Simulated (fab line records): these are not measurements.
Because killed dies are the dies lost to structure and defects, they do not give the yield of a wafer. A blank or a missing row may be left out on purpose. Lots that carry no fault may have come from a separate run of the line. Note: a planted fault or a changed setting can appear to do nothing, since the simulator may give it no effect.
fab line records	flow berkeley-cmos170
[record] lots = 5	wafers = 23
route steps=331 shown M1@245 V1@264 M2@272
start-h: the number of hours between the record's first day and the start of the first shown wafer of the lot	wait-h: hours elapsed since this lot's preceding step	" identical to the entry in the row above	L1.1+2: a row that stands for several wafers	- value missing, or start not given	* or withheld: withheld	< > ~ a bound
route shown NAME@n: names a module that has steps shown in the file, with the first one's number in the route	usual: the fault-free wafers' mean and standard deviation	same: alike in all rows	chamber/n: place in a boat	sites: per-site readings	_std_site: how widely they spread, as a standard deviation	_edge_site: outer sites' mean less inner sites'	radius-mm: how far each site lies from the wafer's centre	mask NAME#n: copy n	behind: the last tool/chamber to shape the wafer	hold: reason for holding the lot/hours on hold/outcome of the hold	device: transistor that didn't switch, given as n, p or np	end of line: at the end of the route, the tests of the same wafers	a step with no rows: only its recipe	killed: not the wafer's yield, but the dies lost to structure and defects at the first sort	map: per-die view of a wafer (x killed, . not killed, _ where there is no die)
set.NAME: the setting the step ran with; set.NAME@STEP: the setting that earlier step ran with	model.NAME: the simulator's own value behind a step, which no gauge read
lots whose settings were changed on purpose; a table a step, a row a wafer
[[steps]]
[step UCB170_M1_PEB_07]
[recipe] peb-temp-c = 130	peb-time-s = withheld	resist = KrF
lot.wafer	tool	chamber	start-h	wait-h	set.peb-temp-c
L080.1+6	litho-track-03	0	196.13	0.4	130
L080.2+4+5	"	0	"	"	126.2
L082.2+3+6	litho-track-04	0	209.29	0.3	130
L081.1+4+6	litho-track-04	0	211.26	0.6	130
L081.2+3	"	0	"	"	131.4
L085.1+4+6	litho-track-03	0	224.33	0.2	130
L085.2+3	"	0	"	"	132.7
L084.1+3+4	litho-track-02	0	224.64	0.1	130
L084.2+5	"	0	"	"	126.6
[step UCB170_M1_DEVELOP_08]
[recipe] developer = TMAH	develop-time-s = 45	resist = KrF	dev-temp-c = 21
[step UCB170_M1_CD_MEAS_09]
[recipe] target-cd-nm = 700
[usual] cd-nm = 700.5/1.5
lot.wafer	tool	chamber	start-h	wait-h	set.peb-temp-c@M1_PEB_07	cd-nm
L080.1	cd-sem-01	-	196.43	-	130	698.7
L080.2	"	-	"	"	126.2	728.5
L080.4	"	-	"	"	126.2	730.4
L080.5	"	-	"	"	126.2	729.2
L080.6	"	-	"	"	130	698.7
L082.2	cd-sem-02	-	209.56	-	130	701.7
L082.3	"	-	"	"	130	700.2
L082.6	"	-	"	"	130	701.4
L081.1	cd-sem-01	-	211.54	-	130	693.9
L081.2	"	-	"	"	131.4	685.5
L081.3	"	-	"	"	131.4	692.6
L081.4	"	-	"	"	130	693.5
L081.6	"	-	"	"	130	700.9
L085.1	cd-sem-02	-	224.61	-	130	703.2
L085.2	"	-	"	"	132.7	685.4
L085.3	"	-	"	"	132.7	687.2
L085.4	"	-	"	"	130	710.2
L085.6	"	-	"	"	130	709.9
L084.1	cd-sem-02	-	224.91	-	130	698.1
L084.2	"	-	"	"	126.6	724.5
L084.3	"	-	"	"	130	699.2
L084.4	"	-	"	"	130	698.2
L084.5	"	-	"	"	126.6	724.7
[step UCB170_M1_ETCH_11]
[recipe] chemistry = N2/H2	target-depth-a = withheld	overetch-a = withheld	target = BARC	time-s = withheld	source-w = 500	bias-w = 100	pressure-mtorr = 30	n2-flow-sccm = 100	h2-flow-sccm = 200
lot.wafer	tool	chamber	start-h	wait-h	set.peb-temp-c@M1_PEB_07	model.M1.cd-nm
L080.1	rie-diel-02	3	196.58	0.0	130	699.9
L080.2	"	1	"	"	126.2	728.4
L080.4	"	2	"	"	126.2	730
L080.5	"	0	"	"	126.2	729
L080.6	"	3	"	"	130	699.1
L082.2	rie-diel-02	1	209.70	0.0	130	702
L082.3	"	3	"	"	130	700.7
L082.6	"	1	"	"	130	701.3
L081.1	rie-diel-02	0	211.70	0.0	130	694
L081.2	"	3	"	"	131.4	685.7
L081.3	"	1	"	"	131.4	693
L081.4	"	0	"	"	130	692.8
L081.6	"	1	"	"	130	700.8
L085.1	rie-diel-01	3	224.77	0.0	130	701.6
L085.2	"	1	"	"	132.7	684.4
L085.3	"	0	"	"	132.7	686.6
L085.4	"	2	"	"	130	708.9
L085.6	"	0	"	"	130	709.7
L084.1	rie-diel-02	2	225.07	0.0	130	698.7
L084.2	"	1	"	"	126.6	724
L084.3	"	3	"	"	130	699.4
L084.4	"	0	"	"	130	698
L084.5	"	0	"	"	126.6	724.7
[step UCB170_M1_METAL_ETCH_12]
[recipe] chemistry = Cl2/BCl3	target = Al	stop-on = PSG	pressure-mtorr = 12	target-depth-a = 7800	over-etch-frac = 0.3	time-s = 130	icp-w = 600	bias-w = 120	Cl2_flow_sccm = 90	bcl3-flow-sccm = 45
lot.wafer	tool	chamber	start-h	wait-h	set.peb-temp-c@M1_PEB_07	model.M1.cd-nm
L080.1	rie-metal-02	0	196.62	-	130	701
L080.2+5	"	1,0	"	"	126.2	728.7
L080.4	"	1	"	"	126.2	732
L080.6	"	1	"	"	130	700.8
L082.2	rie-metal-02	1	209.74	-	130	705
L082.3	"	0	"	"	130	700.4
L082.6	"	0	"	"	130	700
L081.1	rie-metal-01	1	211.74	-	130	694.3
L081.2	"	0	"	"	131.4	683.5
L081.3	"	1	"	"	131.4	694.1
L081.4	"	0	"	"	130	689.7
L081.6	"	0	"	"	130	699.2
L085.1	rie-metal-02	0	224.81	-	130	700.3
L085.2	"	1	"	"	132.7	685.8
L085.3	"	1	"	"	132.7	690.1
L085.4	"	0	"	"	130	708.5
L085.6	"	1	"	"	130	712.5
L084.1	rie-metal-03	1	225.11	-	130	697.5
L084.2	"	0	"	"	126.6	725.9
L084.3	"	0	"	"	130	700.3
L084.4	"	1	"	"	130	697.2
L084.5	"	1	"	"	126.6	723.2
[step UCB170_M1_STRIP_13]
[recipe] chemistry = O2	power-w = 400	pressure-mtorr = 3500	platen-temp-c = withheld	o2-flow-sccm = 400	overash-fraction = 0.5
[step UCB170_M1_CD_MEAS_90]
[recipe] target-cd-nm = 700
[usual] cd-nm = 700.8/2.5
lot.wafer	tool	chamber	start-h	wait-h	set.peb-temp-c@M1_PEB_07	cd-nm
L080.1	cd-sem-01	-	196.86	0.1	130	700.8
L080.2	"	-	"	"	126.2	728.9
L080.4	"	-	"	"	126.2	731.9
L080.5	"	-	"	"	126.2	729.0
L080.6	"	-	"	"	130	701.3
L082.2	cd-sem-02	-	209.99	0.1	130	704.9
L082.3	"	-	"	"	130	700.7
L082.6	"	-	"	"	130	700.0
L081.1	cd-sem-01	-	211.97	0.1	130	694.4
L081.2	"	-	"	"	131.4	683.9
L081.3	"	-	"	"	131.4	694.1
L081.4	"	-	"	"	130	689.5
L081.6	"	-	"	"	130	699.4
L085.1	cd-sem-01	-	225.04	0.1	130	700.6
L085.2	"	-	"	"	132.7	686.0
L085.3	"	-	"	"	132.7	690.3
L085.4	"	-	"	"	130	708.5
L085.6	"	-	"	"	130	712.8
L084.1	cd-sem-02	-	225.39	0.1	130	697.7
L084.2	"	-	"	"	126.6	725.9
L084.3	"	-	"	"	130	700.1
L084.4	"	-	"	"	130	697.0
L084.5	"	-	"	"	126.6	723.1
[step UCB170_V1_PEB_10]
[recipe] peb-temp-c = 130	peb-time-s = withheld	resist = KrF
lot.wafer	tool	chamber	start-h	wait-h	set.peb-temp-c
L080.1+2+4+5+6	litho-track-01	0	202.96	0.1	130
L082.2+3+6	litho-track-03	0	215.46	0.5	130
L081.1+3+4	litho-track-01	0	216.00	0.1	130
L081.2+6	"	0	"	"	126.1
L085.1+2	litho-track-01	0	228.50	0.1	132.1
L085.3+4+6	"	0	"	"	130
L084.1+2+3+4+5	litho-track-03	0	230.00	0.4	130
[step UCB170_V1_DEVELOP_11]
[recipe] developer = TMAH	develop-time-s = 45	resist = KrF	dev-temp-c = 21
[step UCB170_V1_CD_MEAS_12]
[recipe] target-cd-nm = 700
[usual] cd-nm = 700.3/1.4
lot.wafer	tool	chamber	start-h	wait-h	set.peb-temp-c@V1_PEB_10	cd-nm
L080.1	cd-sem-02	-	203.23	-	130	698.8
L080.2	"	-	"	"	130	700.2
L080.4	"	-	"	"	130	699.9
L080.5	"	-	"	"	130	700.2
L080.6	"	-	"	"	130	699.3
L082.2	cd-sem-01	-	215.73	-	130	699.8
L082.3	"	-	"	"	130	700.1
L082.6	"	-	"	"	130	700.7
L081.1	cd-sem-02	-	216.28	-	130	699.0
L081.2	"	-	"	"	126.1	670.0
L081.3	"	-	"	"	130	698.8
L081.4	"	-	"	"	130	698.1
L081.6	"	-	"	"	126.1	669.8
L085.1	cd-sem-02	-	228.77	-	132.1	712.7
L085.2	"	-	"	"	132.1	713.8
L085.3	"	-	"	"	130	701.1
L085.4	"	-	"	"	130	699.3
L085.6	"	-	"	"	130	701.0
L084.1	cd-sem-02	-	230.28	-	130	701.6
L084.2	"	-	"	"	130	699.3
L084.3	"	-	"	"	130	700.4
L084.4	"	-	"	"	130	700.1
L084.5	"	-	"	"	130	700.8
[step UCB170_V1_ETCH_14]
[recipe] chemistry = CHF3/CF4/Ar	target = SiO2	stop-on = Al	CHF3_flow_sccm = 45	cf4-flow-sccm = 15	Ar_flow_sccm = 150	pressure-mtorr = 200	rf-w = 700	target-depth-a = 12500	over-etch-frac = 0.25	time-s = 291
lot.wafer	tool	chamber	start-h	wait-h	set.peb-temp-c@V1_PEB_10	model.V1.cd-nm
L080.1	rie-diel-04	2	203.39	0.0	130	698.6
L080.2	"	1	"	"	130	699.9
L080.4	"	0	"	"	130	700
L080.5	"	3	"	"	130	700.7
L080.6	"	0	"	"	130	698.9
L082.2	rie-diel-04	2	215.87	0.0	130	699
L082.3	"	1	"	"	130	698.8
L082.6	"	0	"	"	130	700.1
L081.1	rie-diel-02	0	216.43	0.0	130	698.6
L081.2	"	1	"	"	126.1	669.2
L081.3	"	3	"	"	130	699.5
L081.4	"	1	"	"	130	697.2
L081.6	"	0	"	"	126.1	669.5
L085.1	rie-diel-03	3	228.93	0.0	132.1	713
L085.2	"	1	"	"	132.1	713.4
L085.3	"	2	"	"	130	701.2
L085.4	"	3	"	"	130	699.6
L085.6	"	2	"	"	130	700.8
L084.1	rie-diel-03	2	230.43	0.0	130	701.7
L084.2	"	1	"	"	130	699.7
L084.3	"	3	"	"	130	700.9
L084.4	"	2	"	"	130	700.1
L084.5	"	1	"	"	130	701.3
[step UCB170_V1_STRIP_15]
[recipe] chemistry = O2	power-w = 400	pressure-mtorr = 3500	platen-temp-c = withheld	o2-flow-sccm = 400	overash-fraction = 0.5
[step UCB170_V1_CD_MEAS_90]
[recipe] target-cd-nm = 700
[usual] cd-nm = 700.4/1.7
lot.wafer	tool	chamber	start-h	wait-h	set.peb-temp-c@V1_PEB_10	cd-nm
L080.1	cd-sem-02	-	203.67	0.1	130	698.3
L080.2	"	-	"	"	130	700.2
L080.4	"	-	"	"	130	699.9
L080.5	"	-	"	"	130	700.7
L080.6	"	-	"	"	130	698.9
L082.2	cd-sem-02	-	216.17	0.1	130	699.3
L082.3	"	-	"	"	130	698.6
L082.6	"	-	"	"	130	699.9
L081.1	cd-sem-01	-	216.71	0.1	130	698.6
L081.2	"	-	"	"	126.1	669.3
L081.3	"	-	"	"	130	699.6
L081.4	"	-	"	"	130	697.3
L081.6	"	-	"	"	126.1	669.3
L085.1	cd-sem-02	-	229.20	0.1	132.1	712.9
L085.2	"	-	"	"	132.1	713.5
L085.3	"	-	"	"	130	701.0
L085.4	"	-	"	"	130	699.6
L085.6	"	-	"	"	130	700.9
L084.1	cd-sem-01	-	230.71	0.1	130	701.7
L084.2	"	-	"	"	130	699.7
L084.3	"	-	"	"	130	701.0
L084.4	"	-	"	"	130	700.2
L084.5	"	-	"	"	130	701.3
[step UCB170_M2_SPUTTER_01]
[recipe] material = Al	target-thk-nm = 900	time-s = 120	power-w = 6000	chamber-pressure-pa = 0.5
lot.wafer	tool	chamber	start-h	wait-h	set.time-s	model.Al_of_M2_SPUTTER_01.thk-nm
L080.1	pvd-sputter-03	-	203.86	0.0	136.7	1024
L080.2	"	-	"	"	120	897.9
L080.4	"	-	"	"	136.7	1023
L080.5	"	-	"	"	136.7	1034
L080.6	"	-	"	"	120	890.8
L082.2	pvd-sputter-02	-	216.33	0.0	120	891
L082.3	"	-	"	"	120	898.4
L082.6	"	-	"	"	120	899.3
L081.1	pvd-sputter-02	-	216.90	0.0	120	889.9
L081.2	"	-	"	"	126.1	945.2
L081.3	"	-	"	"	120	889.1
L081.4	"	-	"	"	126.1	946.3
L081.6	"	-	"	"	120	896.3
L085.1	pvd-sputter-03	-	229.39	0.0	105	782.2
L085.2	"	-	"	"	120	901.2
L085.3	"	-	"	"	105	788.7
L085.4	"	-	"	"	120	902.3
L085.6	"	-	"	"	105	790
L084.1	pvd-sputter-02	-	230.90	0.0	120	896.8
L084.2	"	-	"	"	102.4	782
L084.3	"	-	"	"	120	900.5
L084.4	"	-	"	"	102.4	775.7
L084.5	"	-	"	"	120	903.2
[step UCB170_M2_RS_MEAS_02]
[recipe] thk-meas-gauge = four-point-probe	reads = Al_of_M2_SPUTTER_01
[usual] M2_AL_RS = 0.0323/0.00032
lot.wafer	tool	chamber	start-h	wait-h	set.time-s@M2_SPUTTER_01	M2_AL_RS[ohm/sq]
L080.1	film-metro-03	-	203.94	0.0	136.7	0.0283
L080.2	"	-	"	"	120	0.0323
L080.4	"	-	"	"	136.7	0.0283
L080.5	"	-	"	"	136.7	0.0279
L080.6	"	-	"	"	120	0.0325
L082.2	film-metro-01	-	216.44	0.1	120	0.0324
L082.3	"	-	"	"	120	0.0322
L082.6	"	-	"	"	120	0.0320
L081.1	film-metro-01	-	216.98	0.0	120	0.0325
L081.2	"	-	"	"	126.1	0.0305
L081.3	"	-	"	"	120	0.0325
L081.4	"	-	"	"	126.1	0.0305
L081.6	"	-	"	"	120	0.0322
L085.1	film-metro-03	-	229.47	0.0	105	0.0371
L085.2	"	-	"	"	120	0.0322
L085.3	"	-	"	"	105	0.0369
L085.4	"	-	"	"	120	0.0321
L085.6	"	-	"	"	105	0.0367
L084.1	film-metro-01	-	230.98	0.0	120	0.0322
L084.2	"	-	"	"	102.4	0.0370
L084.3	"	-	"	"	120	0.0321
L084.4	"	-	"	"	102.4	0.0374
L084.5	"	-	"	"	120	0.0320
[step UCB170_M2_THK_MEAS_03]
[recipe] thk-meas-gauge = xrf	reads = Al_of_M2_SPUTTER_01
[usual] M2_AL_THK = 888/9.6
lot.wafer	tool	chamber	start-h	wait-h	set.time-s@M2_SPUTTER_01	M2_AL_THK[nm]
L080.1	film-metro-03	-	204.06	0.1	136.7	1009
L080.2	"	-	"	"	120	885
L080.4	"	-	"	"	136.7	1010
L080.5	"	-	"	"	136.7	1017
L080.6	"	-	"	"	120	878
L082.2	film-metro-01	-	216.55	0.1	120	882
L082.3	"	-	"	"	120	888
L082.6	"	-	"	"	120	887
L081.1	film-metro-01	-	217.10	0.1	120	880
L081.2	"	-	"	"	126.1	933
L081.3	"	-	"	"	120	882
L081.4	"	-	"	"	126.1	939
L081.6	"	-	"	"	120	885
L085.1	film-metro-03	-	229.59	0.1	105	778
L085.2	"	-	"	"	120	893
L085.3	"	-	"	"	105	782
L085.4	"	-	"	"	120	897
L085.6	"	-	"	"	105	786
L084.1	film-metro-01	-	231.10	0.1	120	889
L084.2	"	-	"	"	102.4	776
L084.3	"	-	"	"	120	886
L084.4	"	-	"	"	102.4	771
L084.5	"	-	"	"	120	896
[step UCB170_M2_PEB_13]
[recipe] peb-temp-c = 130	peb-time-s = withheld	resist = KrF
lot.wafer	tool	chamber	start-h	wait-h	set.peb-temp-c
L080.1+2	litho-track-01	0	207.11	0.7	126.9
L080.4+5+6	"	0	"	"	130
L082.2+3+6	litho-track-02	0	218.32	0.3	130
L081.1+3	litho-track-04	0	218.50	0.1	130
L081.2+4+6	"	0	"	"	128.1
L085.1+6	litho-track-02	0	231.18	0.1	130
L085.2+3+4	"	0	"	"	131.4
L084.1+3	litho-track-01	0	232.45	0.1	128.9
L084.2+4+5	"	0	"	"	130
[step UCB170_M2_DEVELOP_14]
[recipe] developer = TMAH	develop-time-s = 45	resist = KrF	dev-temp-c = 21
[step UCB170_M2_CD_MEAS_15]
[recipe] target-cd-nm = 700
[usual] cd-nm = 699.6/1.5
lot.wafer	tool	chamber	start-h	wait-h	set.peb-temp-c@M2_PEB_13	cd-nm
L080.1	cd-sem-02	-	207.38	-	126.9	726.2
L080.2	"	-	"	"	126.9	725.6
L080.4	"	-	"	"	130	701.9
L080.5	"	-	"	"	130	701.5
L080.6	"	-	"	"	130	702.1
L082.2	cd-sem-02	-	218.59	-	130	696.5
L082.3	"	-	"	"	130	697.5
L082.6	"	-	"	"	130	697.5
L081.1	cd-sem-01	-	218.78	-	130	699.5
L081.2	"	-	"	"	128.1	713.2
L081.3	"	-	"	"	130	699.2
L081.4	"	-	"	"	128.1	711.5
L081.6	"	-	"	"	128.1	711.8
L085.1	cd-sem-01	-	231.45	-	130	698.0
L085.2	"	-	"	"	131.4	689.6
L085.3	"	-	"	"	131.4	688.2
L085.4	"	-	"	"	131.4	688.8
L085.6	"	-	"	"	130	698.2
L084.1	cd-sem-01	-	232.73	-	128.9	709.1
L084.2	"	-	"	"	130	700.2
L084.3	"	-	"	"	128.9	707.0
L084.4	"	-	"	"	130	701.3
L084.5	"	-	"	"	130	698.6
[step UCB170_M2_ETCH_17]
[recipe] chemistry = N2/H2	target-depth-a = withheld	overetch-a = withheld	target = BARC	time-s = withheld	source-w = 500	bias-w = 100	pressure-mtorr = 28.73	n2-flow-sccm = 100	h2-flow-sccm = 200
lot.wafer	tool	chamber	start-h	wait-h	set.peb-temp-c@M2_PEB_13	model.M2.cd-nm
L080.1+2	rie-diel-01	1,3	207.54	0.0	126.9	725.8
L080.4	"	3	"	"	130	701.8
L080.5	"	1	"	"	130	701.5
L080.6	"	0	"	"	130	701.3
L082.2	rie-diel-02	1	218.72	0.0	130	696.4
L082.3	"	0	"	"	130	698.4
L082.6	"	3	"	"	130	697.4
L081.1	rie-diel-04	0	218.93	0.0	130	699.3
L081.2	"	1	"	"	128.1	713.7
L081.3	"	2	"	"	130	699
L081.4	"	3	"	"	128.1	711.4
L081.6	"	3	"	"	128.1	712.4
L085.1	rie-diel-04	0	231.61	0.0	130	698.4
L085.2	"	2	"	"	131.4	690.3
L085.3	"	1	"	"	131.4	689.7
L085.4	"	3	"	"	131.4	689.4
L085.6	"	1	"	"	130	698.1
L084.1	rie-diel-02	3	232.89	0.0	128.9	709.7
L084.2	"	0	"	"	130	700.9
L084.3	"	2	"	"	128.9	707.2
L084.4	"	1	"	"	130	701.3
L084.5	"	3	"	"	130	698.7
[step UCB170_M2_METAL_ETCH_18]
[recipe] chemistry = Cl2/BCl3	target = Al	stop-on = SiO2	pressure-mtorr = 12	target-depth-a = 11700	over-etch-frac = 0.3	time-s = 195	icp-w = 600	bias-w = 120	Cl2_flow_sccm = 90	bcl3-flow-sccm = 45
[usual] oes-product-au = 0.845/0.012
lot.wafer	tool	chamber	start-h	wait-h	set.icp-w	set.time-s@M2_SPUTTER_01	set.peb-temp-c@M2_PEB_13	oes-product-au	model.KrF_of_M2_COAT_10.thk-nm	model.M2.cd-nm	model.SiO2_of_V1_CVD_00.thk-nm
L080.1	rie-metal-03	0	207.58	-	564.6	136.7	126.9	0.906	-	725.4	-
L080.2	"	1	"	"	564.6	120	126.9	0.847	222.6	729.3	938.6
L080.4	"	0	"	"	600	136.7	130	0.903	-	697.2	-
L080.5	"	0	"	"	600	136.7	130	0.915	-	700.1	-
L080.6	"	1	"	"	564.6	120	130	0.844	217.7	700.8	938.3
L082.2	rie-metal-01	0	218.77	-	600	120	130	0.864	190.7	697.5	936.9
L082.3	"	1	"	"	600	120	130	0.867	213.7	698.9	937.1
L082.6	"	1	"	"	600	120	130	0.862	217.7	698.8	936.9
L081.1	rie-metal-04	1	218.98	-	559.1	120	130	0.827	254.1	701.9	939.8
L081.2	"	0	"	"	559.1	126.1	128.1	0.853	-	719.4	-
L081.3	"	1	"	"	600	120	130	0.838	210.2	696	935.4
L081.4	"	0	"	"	559.1	126.1	128.1	0.865	-	716	-
L081.6	"	1	"	"	600	120	128.1	0.840	212.6	708.8	935.6
L085.1	rie-metal-04	1	231.65	-	600	105	130	0.780	-	698	-
L085.2	"	0	"	"	569.3	120	131.4	0.840	248.3	696	943.3
L085.3	"	1	"	"	569.3	105	131.4	0.786	-	689.8	-
L085.4	"	0	"	"	600	120	131.4	0.838	217.6	691.4	939.9
L085.6	"	0	"	"	569.3	105	130	0.774	-	701.1	-
L084.1	rie-metal-03	1	232.93	-	539.9	120	128.9	0.845	236.1	716.6	941.5
L084.2	"	0	"	"	539.9	102.4	130	0.779	-	706.9	-
L084.3	"	0	"	"	600	120	128.9	0.837	204.9	708.7	935.3
L084.4	"	1	"	"	600	102.4	130	0.776	-	701.3	-
L084.5	"	1	"	"	539.9	120	130	0.851	231.2	704.8	940.4
[step UCB170_M2_STRIP_19]
[recipe] chemistry = O2	power-w = 400	pressure-mtorr = 3500	platen-temp-c = withheld	o2-flow-sccm = 400	overash-fraction = 0.5
[step UCB170_M2_CD_MEAS_90]
[recipe] target-cd-nm = 700
[usual] cd-nm = 699.6/2.2
lot.wafer	tool	chamber	start-h	wait-h	set.peb-temp-c@M2_PEB_13	cd-nm
L080.1	cd-sem-02	-	207.87	0.1	126.9	725.3
L080.2	"	-	"	"	126.9	729.2
L080.4	"	-	"	"	130	697.2
L080.5	"	-	"	"	130	699.9
L080.6	"	-	"	"	130	700.9
L082.2	cd-sem-01	-	219.07	0.1	130	697.4
L082.3	"	-	"	"	130	698.9
L082.6	"	-	"	"	130	698.8
L081.1	cd-sem-02	-	219.33	0.1	130	701.9
L081.2	"	-	"	"	128.1	719.8
L081.3	"	-	"	"	130	695.7
L081.4	"	-	"	"	128.1	716.2
L081.6	"	-	"	"	128.1	708.9
L085.1	cd-sem-02	-	232.00	0.1	130	698.2
L085.2	"	-	"	"	131.4	696.0
L085.3	"	-	"	"	131.4	689.7
L085.4	"	-	"	"	131.4	691.1
L085.6	"	-	"	"	130	701.3
L084.1	cd-sem-02	-	233.22	0.1	128.9	716.3
L084.2	"	-	"	"	130	707.2
L084.3	"	-	"	"	128.9	709.2
L084.4	"	-	"	"	130	701.1
L084.5	"	-	"	"	130	705.1
[[key]]
[split] step = UCB170_M1_PEB_07	setting = peb-temp-c	stated = 130	by = wafer
[response] step = UCB170_M1_CD_MEAS_09	reading = cd-nm	change = -10.1	per = 1%	r = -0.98
[response] step = UCB170_M1_ETCH_11	reading = model.M1.cd-nm	change = -9.82	per = 1%	r = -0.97
[response] step = UCB170_M1_METAL_ETCH_12	reading = model.M1.cd-nm	change = -9.54	per = 1%	r = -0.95
[response] step = UCB170_M1_CD_MEAS_90	reading = cd-nm	change = -9.52	per = 1%	r = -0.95
[split] step = UCB170_V1_PEB_10	setting = peb-temp-c	stated = 130	by = wafer
[response] step = UCB170_V1_CD_MEAS_12	reading = cd-nm	change = +9.2	per = 1%	r = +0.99
[response] step = UCB170_V1_ETCH_14	reading = model.V1.cd-nm	change = +9.28	per = 1%	r = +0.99
[response] step = UCB170_V1_CD_MEAS_90	reading = cd-nm	change = +9.29	per = 1%	r = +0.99
[split] step = UCB170_M2_SPUTTER_01	setting = time-s	stated = 120	by = wafer
[response] step = UCB170_M2_SPUTTER_01	reading = model.Al_of_M2_SPUTTER_01.thk-nm	change = +9.02	per = 1%	r = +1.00
[response] step = UCB170_M2_RS_MEAS_02	reading = M2_AL_RS	change = -0.000343	per = 1%	r = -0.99
[response] step = UCB170_M2_THK_MEAS_03	reading = M2_AL_THK	change = +8.85	per = 1%	r = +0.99
[response] step = UCB170_M2_METAL_ETCH_18	reading = oes-product-au	change = +0.00458	per = 1%	r = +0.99
[split] step = UCB170_M2_PEB_13	setting = peb-temp-c	stated = 130	by = wafer
[response] step = UCB170_M2_CD_MEAS_15	reading = cd-nm	change = -9.58	per = 1%	r = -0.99
[response] step = UCB170_M2_ETCH_17	reading = model.M2.cd-nm	change = -9.64	per = 1%	r = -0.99
[response] step = UCB170_M2_METAL_ETCH_18	reading = model.M2.cd-nm	change = -10.8	per = 1%	r = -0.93
[response] step = UCB170_M2_CD_MEAS_90	reading = cd-nm	change = -10.9	per = 1%	r = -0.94
[split] step = UCB170_M2_METAL_ETCH_18	setting = icp-w	stated = 600	by = wafer
[response] step = UCB170_M2_METAL_ETCH_18	reading = model.KrF_of_M2_COAT_10.thk-nm	change = -4.19	per = 1%	r = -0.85
[response] step = UCB170_M2_METAL_ETCH_18	reading = model.SiO2_of_V1_CVD_00.thk-nm	change = -0.59	per = 1%	r = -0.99
